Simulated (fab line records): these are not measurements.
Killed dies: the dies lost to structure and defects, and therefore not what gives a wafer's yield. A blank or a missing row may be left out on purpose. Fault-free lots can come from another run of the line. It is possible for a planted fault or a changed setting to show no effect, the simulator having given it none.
fab line records	flow berkeley_cmos170
record lots=14	wafers=42	last_day=11
route steps=331 shown PWELL@47 PFIELD@87 PVT@124 GATE@140
lots with no fault: from the same line, run without faults
start_h: start of the lot's first displayed wafer, in hours after the record's first day	wait_h: hours from the lot's prior step to this one	" repeats the value in the row above	L1.1+2: several wafers, shown together as one row	- value missing, or start not given	* or withheld: withheld	< > ~ a bound
route shown NAME@n: NAME is a module with steps in the file, n the number in the route of the first one	usual: mean/standard deviation taken from wafers without a fault	same: alike in all rows	chamber/n: place in a boat	sites: the reading at each site	_std_site: standard deviation of those values	_edge_site: inner sites' mean taken away from outer sites' mean	radius_mm: how far each site lies from the wafer's centre	mask NAME#n: copy n	behind: the most recent tool/chamber to have shaped the wafer	hold: reason for holding the lot/hours on hold/outcome of the hold	device: names the non-switching transistor (n, p or np)	end of line: tests run on the same wafers once the route is complete	where a step has no rows: the recipe by itself	killed: count of dies lost to structure and defects at first sort (not the wafer's yield)	map: a wafer's dies, marking killed ones x, the rest . and places with no die _
set.NAME: the setting as run; set.NAME@STEP: as run at that earlier step	model.NAME: the simulator's own value behind a step, which no gauge read
a sample of lots followed through the steps of the route, with each step as a table and each wafer as a row
services: the hour from which a tool's chamber was out of use, counted from the record's first day as start_h (under 0 if before that day), plus the number of hours and why
## steps
# step UCB170_PWELL_OVL_MEAS_13
# usual PWELL_OVL=-1/5.9
lot.wafer	tool	chamber	start_h	wait_h	PWELL_OVL[nm]
L104.2	overlay-01	-	55.36	-	1
L104.4	"	-	"	"	0
L104.5	"	-	"	"	-2
L105.1	overlay-01	-	55.39	-	0
L105.2	"	-	"	"	-7
L105.6	"	-	"	"	-2
L106.4	overlay-01	-	64.02	-	1
L106.5	"	-	"	"	0
L106.6	"	-	"	"	0
L107.1	overlay-02	-	71.85	-	-2
L107.2	"	-	"	"	-7
L107.3	"	-	"	"	-2
L112.2	overlay-02	-	112.41	-	3
L112.3	"	-	"	"	-4
L112.6	"	-	"	"	5
L113.1	overlay-02	-	115.93	-	-5
L113.5	"	-	"	"	-4
L113.6	"	-	"	"	-3
L114.1	overlay-01	-	116.50	-	-5
L114.3	"	-	"	"	1
L114.5	"	-	"	"	-3
L116.3	overlay-02	-	128.62	-	-7
L116.5	"	-	"	"	-10
L116.6	"	-	"	"	-9
L118.1	overlay-02	-	129.03	-	13
L118.2	"	-	"	"	1
L118.3	"	-	"	"	5
L119.2	overlay-02	-	134.44	-	5
L119.4	"	-	"	"	6
L119.6	"	-	"	"	13
L121.4	overlay-02	-	141.68	-	1
L121.5	"	-	"	"	3
L121.6	"	-	"	"	3
L122.1	overlay-01	-	141.74	-	-11
L122.2	"	-	"	"	-10
L122.5	"	-	"	"	-10
L124.3	overlay-02	-	149.84	-	0
L124.5	"	-	"	"	0
L124.6	"	-	"	"	-2
L123.2	overlay-02	-	150.09	-	-6
L123.4	"	-	"	"	-5
L123.5	"	-	"	"	-5
# step UCB170_PFIELD_STRIP_08
# recipe chemistry=O2	power_w=400	pressure_mtorr=3500	platen_temp_c=withheld	o2_flow_sccm=400	overash_fraction=0.5
# usual drypump_motor_current_A=5.4/0.31	oes_product_au=0.735/0.0048	strip_time_to_endpoint_s=21.61/0.068
lot.wafer	tool	chamber	start_h	wait_h	drypump_motor_current_A	oes_product_au	rf_hours_counter_h	strip_time_to_endpoint_s
L105.1	plasma_asher-04	1	88.66	0.1	5.0	0.741	39	21.67
L105.2	"	0	"	"	5.3	0.737	39	21.65
L105.6	"	1	"	"	5.0	0.738	-	21.57
L104.2	plasma_asher-01	0	108.42	0.1	5.9	0.734	36	21.51
L104.4	"	1	"	"	5.2	0.739	-	21.59
L104.5	"	1	"	"	5.3	0.729	-	21.57
L106.4	plasma_asher-03	1	109.38	0.1	5.5	0.738	-	21.53
L106.5	"	0	"	"	5.8	0.742	-	21.50
L106.6	"	1	"	"	5.5	0.729	-	21.56
L107.1	plasma_asher-01	0	117.81	0.1	5.9	0.746	0	21.74
L107.2	"	1	"	"	5.2	0.737	0	21.74
L107.3	"	1	"	"	5.2	0.734	-	21.65
L112.2	plasma_asher-04	1	147.88	0.1	5.0	0.735	45	21.58
L112.3	"	1	"	"	5.0	0.725	-	21.60
L112.6	"	1	"	"	5.0	0.738	-	21.59
L113.1	plasma_asher-01	0	148.43	0.1	5.9	0.733	3	21.73
L113.5	"	0	"	"	6.0	0.737	-	21.67
L113.6	"	1	"	"	5.2	0.742	-	21.65
L114.1	plasma_asher-01	1	149.29	0.1	5.2	0.740	3	21.54
L114.3	"	0	"	"	5.9	0.737	-	21.55
L114.5	"	0	"	"	5.9	0.741	-	21.49
L119.2	plasma_asher-04	0	160.39	0.1	5.3	0.735	47	21.58
L119.4	"	0	"	"	5.3	0.742	-	21.70
L119.6	"	1	"	"	5.0	0.730	-	21.61
L116.3	plasma_asher-01	0	160.63	0.1	5.9	0.739	-	21.71
L116.5	"	0	"	"	5.9	0.741	-	21.57
L116.6	"	1	"	"	5.2	0.725	-	21.64
L118.1	plasma_asher-04	0	161.39	0.1	5.3	0.734	47	21.46
L118.2	"	1	"	"	5.0	0.725	47	21.48
L118.3	"	1	"	"	5.0	0.733	-	21.50
L121.4	plasma_asher-01	1	171.23	0.1	5.3	0.739	-	21.62
L121.5	"	1	"	"	5.2	0.729	-	21.65
L121.6	"	0	"	"	5.9	0.737	-	21.73
L122.1	plasma_asher-04	1	171.75	0.1	5.0	0.733	49	21.54
L122.2	"	0	"	"	5.4	0.731	49	21.59
L122.5	"	0	"	"	5.4	0.740	-	21.61
L124.3	plasma_asher-04	1	178.35	0.1	5.0	0.730	-	21.54
L124.5	"	1	"	"	5.0	0.733	-	21.62
L124.6	"	0	"	"	5.4	0.735	-	21.62
L123.2	plasma_asher-04	0	178.84	0.1	5.3	0.733	50	21.62
L123.4	"	1	"	"	5.0	0.737	-	21.56
L123.5	"	0	"	"	5.3	0.733	-	21.58
# step UCB170_PVT_TW_MEAS_09
# usual PVT_TW=512/5.8
lot.wafer	tool	chamber	start_h	wait_h	PVT_TW
L105.1	film_metro-03	-	127.34	0.1	514
L105.2	"	-	"	"	509
L105.6	"	-	"	"	513
L104.2	film_metro-03	-	140.22	0.1	512
L104.4	"	-	"	"	513
L104.5	"	-	"	"	511
L106.4	film_metro-02	-	140.83	0.1	513
L106.5	"	-	"	"	513
L106.6	"	-	"	"	509
L107.1	film_metro-03	-	149.66	0.1	509
L107.2	"	-	"	"	509
L107.3	"	-	"	"	509
L114.1	film_metro-02	-	176.13	0.1	511
L114.3	"	-	"	"	505
L114.5	"	-	"	"	509
L112.2	film_metro-02	-	176.32	0.1	507
L112.3	"	-	"	"	509
L112.6	"	-	"	"	510
L113.1	film_metro-04	-	176.86	0.1	519
L113.5	"	-	"	"	520
L113.6	"	-	"	"	519
L116.3	film_metro-02	-	186.51	0.1	508
L116.5	"	-	"	"	506
L116.6	"	-	"	"	510
L118.1	film_metro-03	-	186.64	0.1	513
L118.2	"	-	"	"	512
L118.3	"	-	"	"	511
L119.2	film_metro-02	-	187.10	0.1	508
L119.4	"	-	"	"	508
L119.6	"	-	"	"	508
L122.1	film_metro-03	-	209.87	0.1	514
L122.2	"	-	"	"	515
L122.5	"	-	"	"	512
L121.4	film_metro-02	-	210.25	0.1	504
L121.5	"	-	"	"	503
L121.6	"	-	"	"	504
L124.3	film_metro-02	-	220.46	0.1	507
L124.5	"	-	"	"	503
L124.6	"	-	"	"	504
L123.2	film_metro-04	-	220.53	0.1	519
L123.4	"	-	"	"	521
L123.5	"	-	"	"	523
# step UCB170_GATE_ETCH_14
# recipe chemistry=N2/H2	target_depth_a=withheld	overetch_a=withheld	target=BARC	time_s=withheld	source_w=500	bias_w=100	pressure_mtorr=30	n2_flow_sccm=100	h2_flow_sccm=200
# usual bias_w=100.02/0.27	chamber_pressure_mTorr=29.994/0.027	drypump_motor_current_A=5.6/0.43	oes_product_au=0.997/0.018	throttle_valve_pct=13.26/0.14
lot.wafer	tool	chamber	start_h	wait_h	bias_w	chamber_pressure_mTorr	drypump_motor_current_A	oes_product_au	throttle_valve_pct
L105.1	rie_diel-02	0	137.59	0.0	100.40	30.017	5.9	1.019	13.12
L105.2	"	2	"	"	99.65	30.001	6.0	0.977	13.23
L105.6	"	3	"	"	99.95	30.019	5.5	0.993	13.47
L106.4	rie_diel-02	0	150.26	0.0	100.11	29.974	6.0	1.026	13.13
L106.5	"	0	"	"	100.42	29.979	6.0	1.016	13.14
L106.6	"	1	"	"	100.13	30.074	4.9	0.969	13.20
L104.2	rie_diel-01	0	150.64	0.0	100.11	30.018	5.5	0.986	13.22
L104.4	"	2	"	"	100.35	30.000	5.9	1.014	13.25
L104.5	"	2	"	"	99.57	29.971	5.9	1.015	13.27
L107.1	rie_diel-03	3	163.30	0.0	100.09	30.001	5.3	1.004	13.54
L107.2	"	1	"	"	100.14	30.002	5.8	0.982	13.18
L107.3	"	2	"	"	99.94	30.021	6.4	1.002	13.14
L114.1	rie_diel-03	2	189.78	0.0	100.23	29.976	6.4	0.992	13.12
L114.3	"	3	"	"	99.78	29.968	5.2	0.997	13.53
L114.5	"	1	"	"	100.26	29.950	5.8	0.985	13.19
L113.1	rie_diel-02	3	189.89	0.0	99.89	29.994	5.5	1.009	13.48
L113.5	"	2	"	"	99.75	29.973	6.0	0.998	13.23
L113.6	"	3	"	"	100.08	29.954	5.5	1.004	13.47
L112.2	rie_diel-01	2	190.14	0.0	99.76	29.987	5.9	1.013	13.26
L112.3	"	0	"	"	99.90	29.984	5.5	0.990	13.23
L112.6	"	0	"	"	99.93	30.001	5.5	0.973	13.22
L116.3	rie_diel-01	3	202.64	0.0	99.82	30.005	5.4	0.998	13.07
L116.5	"	2	"	"	100.01	29.983	5.9	1.033	13.26
L116.6	"	3	"	"	99.91	29.980	5.3	1.003	13.08
L119.2	rie_diel-02	0	203.15	0.0	100.37	29.977	5.9	1.017	13.14
L119.4	"	1	"	"	99.80	29.980	4.9	0.966	13.21
L119.6	"	0	"	"	99.81	29.979	5.9	1.013	13.12
L118.1	rie_diel-03	1	203.24	0.0	99.69	29.938	5.7	0.974	13.17
L118.2	"	0	"	"	99.84	29.979	5.7	1.002	13.39
L118.3	"	3	"	"	99.60	29.986	5.2	1.010	13.54
L121.4	rie_diel-03	1	223.00	0.0	100.39	30.047	5.8	0.965	13.18
L121.5	"	1	"	"	100.20	30.011	5.8	0.978	13.20
L121.6	"	0	"	"	100.29	29.979	5.7	0.984	13.40
L122.1	rie_diel-01	1	223.27	0.0	99.74	29.969	4.8	1.008	13.43
L122.2	"	3	"	"	100.17	30.023	5.3	0.999	13.09
L122.5	"	1	"	"	99.86	30.017	4.8	1.000	13.45
L123.2	rie_diel-01	3	231.17	0.0	-	-	-	-	-
L123.4	"	0	"	"	-	-	-	-	-
L123.5	"	1	"	"	-	-	-	-	-
L124.3	rie_diel-03	1	231.30	0.0	-	-	-	-	-
L124.5	"	3	"	"	-	-	-	-	-
L124.6	"	0	"	"	-	-	-	-	-
# step UCB170_GATE_ETCH_15
# recipe chemistry=HBr/Cl2	target=poly-Si	stop_on=SiO2	over_etch_frac=0.3	icp_w=300	bias_w=150	time_s=56.3	pressure_mtorr=15	HBr_flow_sccm=150	Cl2_flow_sccm=50	target_depth_a=2782
# usual HBr_flow_sccm=150.0/0.48	bias_w=150.0/0.46	drypump_motor_current_A=5.6/0.32	he_backside_leak_sccm=2.8/0.32	oes_product_au=0.833/0.014	throttle_valve_pct=26.40/0.24
lot.wafer	tool	chamber	start_h	wait_h	HBr_flow_sccm	bias_w	drypump_motor_current_A	he_backside_leak_sccm	oes_product_au	rf_hours_counter_h	throttle_valve_pct
L105.1	rie_si-01	0	137.63	-	150.4	150.5	5.7	2.9	0.830	0	26.67
L105.2	"	3	"	"	149.2	150.0	5.8	2.6	0.845	1	26.35
L105.6	"	1	"	"	150.7	150.2	5.1	2.9	0.835	-	26.03
L106.4	rie_si-02	0	150.30	-	149.9	149.9	6.2	3.2	0.817	1	26.33
L106.5	"	0	"	"	150.5	150.8	6.2	3.2	0.825	-	26.33
L106.6	"	3	"	"	149.9	150.5	5.5	2.7	0.816	-	26.82
L104.2	rie_si-01	0	150.68	-	149.6	149.9	5.8	3.0	0.817	1	26.64
L104.4	"	2	"	"	150.5	150.6	5.6	2.7	0.832	19	26.31
L104.5	"	0	"	"	150.2	150.1	5.8	2.8	0.830	-	26.67
L107.1	rie_si-02	1	163.34	-	150.5	150.1	5.8	2.6	0.843	2	26.48
L107.2	"	2	"	"	150.4	149.3	5.3	2.6	0.823	85	26.16
L107.3	"	3	"	"	149.7	149.5	5.5	2.7	0.811	2	26.84
L114.1	rie_si-01	3	189.82	-	150.1	150.4	5.8	2.5	0.848	1	26.37
L114.3	"	0	"	"	149.7	150.3	5.7	3.1	0.821	1	26.64
L114.5	"	1	"	"	149.8	149.8	5.1	2.9	0.830	-	26.03
L113.1	rie_si-02	3	189.93	-	149.6	150.4	5.5	2.7	0.808	2	26.84
L113.5	"	3	"	"	150.2	151.3	5.5	2.7	0.812	-	26.83
L113.6	"	0	"	"	149.8	149.6	6.2	2.9	0.813	-	26.33
L112.2	rie_si-01	0	190.18	-	150.1	150.5	5.8	3.3	0.815	1	26.64
L112.3	"	1	"	"	150.1	149.4	5.1	2.8	0.827	7	26.03
L112.6	"	3	"	"	148.9	150.1	5.8	2.8	0.848	-	26.35
L116.3	rie_si-02	2	202.69	-	150.2	149.8	5.3	2.5	0.832	85	26.17
L116.5	"	0	"	"	149.5	150.5	6.2	3.0	0.832	-	26.32
L116.6	"	1	"	"	150.4	150.2	5.9	2.9	0.850	-	26.46
L119.2	rie_si-01	0	203.19	-	150.5	150.5	5.7	3.1	0.818	1	26.65
L119.4	"	1	"	"	150.9	150.5	5.1	2.9	0.833	7	26.02
L119.6	"	0	"	"	149.6	149.9	5.7	2.9	0.817	-	26.67
L118.1	rie_si-02	0	203.28	-	149.7	149.8	6.2	3.1	0.831	1	26.32
L118.2	"	3	"	"	149.5	150.5	5.5	2.8	0.818	2	26.83
L118.3	"	2	"	"	150.1	150.0	5.3	2.5	0.843	85	26.16
L121.4	rie_si-01	2	223.04	-	150.1	149.1	5.6	2.7	0.837	20	26.31
L121.5	"	1	"	"	149.9	150.0	5.1	2.9	0.824	-	26.02
L121.6	"	0	"	"	150.1	150.9	5.7	2.9	0.837	-	26.65
L122.1	rie_si-02	2	223.32	-	149.8	150.3	5.3	2.8	0.845	85	26.16
L122.2	"	0	"	"	150.1	150.1	6.2	3.0	0.842	1	26.32
L122.5	"	1	"	"	150.7	150.4	5.8	2.6	0.861	-	26.47
L123.2	rie_si-01	0	231.21	-	149.9	150.5	5.8	2.7	0.266	1	26.65
L123.4	"	1	"	"	149.3	150.6	5.1	2.9	0.273	7	26.02
L123.5	"	3	"	"	150.1	150.6	5.8	2.8	0.272	-	26.35
L124.3	rie_si-02	0	231.34	-	150.0	149.8	6.2	2.9	0.271	1	26.32
L124.5	"	1	"	"	150.3	150.4	5.8	2.7	0.287	-	26.47
L124.6	"	2	"	"	150.5	150.3	5.3	2.7	0.266	-	26.17
# step UCB170_GATE_CD_MEAS_90
# recipe target_cd_nm=350
# usual cd_nm=349.5/1.4
lot.wafer	tool	chamber	start_h	wait_h	cd_nm
L105.1	cd_sem-01	-	137.78	0.1	348.2
L105.2	"	-	"	"	347.9
L105.6	"	-	"	"	347.8
L106.4	cd_sem-02	-	150.66	0.2	348.6
L106.5	"	-	"	"	347.5
L106.6	"	-	"	"	349.1
L104.2	cd_sem-02	-	150.98	0.2	346.2
L104.4	"	-	"	"	347.3
L104.5	"	-	"	"	347.3
L107.1	cd_sem-01	-	163.53	0.1	348.7
L107.2	"	-	"	"	347.2
L107.3	"	-	"	"	347.7
L114.1	cd_sem-01	-	189.97	0.1	349.9
L114.3	"	-	"	"	348.8
L114.5	"	-	"	"	347.0
L113.1	cd_sem-01	-	190.09	0.1	349.5
L113.5	"	-	"	"	350.0
L113.6	"	-	"	"	349.7
L112.2	cd_sem-02	-	190.35	0.1	351.4
L112.3	"	-	"	"	350.0
L112.6	"	-	"	"	348.9
L116.3	cd_sem-02	-	202.91	0.1	348.8
L116.5	"	-	"	"	351.6
L116.6	"	-	"	"	351.6
L119.2	cd_sem-01	-	203.46	0.2	350.6
L119.4	"	-	"	"	351.5
L119.6	"	-	"	"	350.4
L118.1	cd_sem-02	-	203.48	0.1	349.3
L118.2	"	-	"	"	348.4
L118.3	"	-	"	"	350.7
L121.4	cd_sem-02	-	223.25	0.1	349.0
L121.5	"	-	"	"	348.4
L121.6	"	-	"	"	351.6
L122.1	cd_sem-02	-	223.46	0.1	348.5
L122.2	"	-	"	"	347.1
L122.5	"	-	"	"	347.1
L123.2	cd_sem-02	-	231.40	0.1	-
L123.4	"	-	"	"	-
L123.5	"	-	"	"	-
L124.3	cd_sem-01	-	231.53	0.1	-
L124.5	"	-	"	"	-
L124.6	"	-	"	"	-
## services
tool	chamber	start_h	hours	kind
rie_diel-01	0	73.66	5.8	repair
rie_diel-03	1	73.71	2.8	repair
rie_diel-03	3	74.03	19.3	repair
rie_diel-03	0	75.40	2.8	repair
rie_si-01	0	81.74	2.1	repair
rie_diel-03	3	95.68	9.5	repair
plasma_asher-01	-	108.75	9.0	pm
plasma_asher-01	0	108.75	9.0	vent_cycle
plasma_asher-01	1	108.75	9.0	vent_cycle
rie_si-01	-	111.22	0.8	repair
plasma_asher-01	0	117.75	-	clean
plasma_asher-01	1	117.75	-	clean
plasma_asher-01	-	139.20	2.4	repair
rie_diel-01	1	164.35	-	clean
rie_diel-01	1	164.35	16.4	scheduled_down
rie_diel-01	1	164.35	16.4	vent_cycle
rie_si-02	-	165.79	0.5	repair
plasma_asher-03	-	171.33	14.6	pm
rie_si-01	2	175.35	3.9	repair
rie_diel-02	0	198.50	2.6	repair
rie_diel-02	1	228.53	3.8	repair
## key
first_sign step=UCB170_GATE_ETCH_14	reading=tool_record	direction=missing
effect step=UCB170_GATE_ETCH_15	reading=oes_product_au	direction=down	sigmas=41	usual=0.833	struck=0.272
effect step=UCB170_GATE_CD_MEAS_90	reading=cd_nm	direction=missing
met_at UCB170_GATE_ETCH_14
struck_lots L123,L124
later_rows_left_out L123.2,L123.4,L123.5,L124.3,L124.5,L124.6
sort_left_out L123.2,L123.4,L123.5,L124.3,L124.5,L124.6
tester_left_out L123,L124
not_acting_at UCB170_PWELL_OVL_MEAS_13,UCB170_PFIELD_STRIP_08,UCB170_PVT_TW_MEAS_09
onset_between 223.27 231.17
fault kind=skipped_step_whole	tool=rie_diel-01,rie_diel-03	chamber=-	onset_h=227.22	steps=UCB170_GATE_ETCH_14	scope=struck_lots_only
# tester_left_out: of these lots the tester's yield and bins aren't shown, on N5 and GAA mostly nor the transistor test; their killed dies are dies lost to structure and defects alone, not to doping, threshold or leakage, so they don't give the yield
# sort_left_out: the simulated sort isn't trusted on such a fault, so these wafers' sort isn't shown, and their yield isn't known
# later_rows_left_out: the simulator's readings of these wafers behind a module that went badly wrong aren't trusted and aren't shown, but for the sort
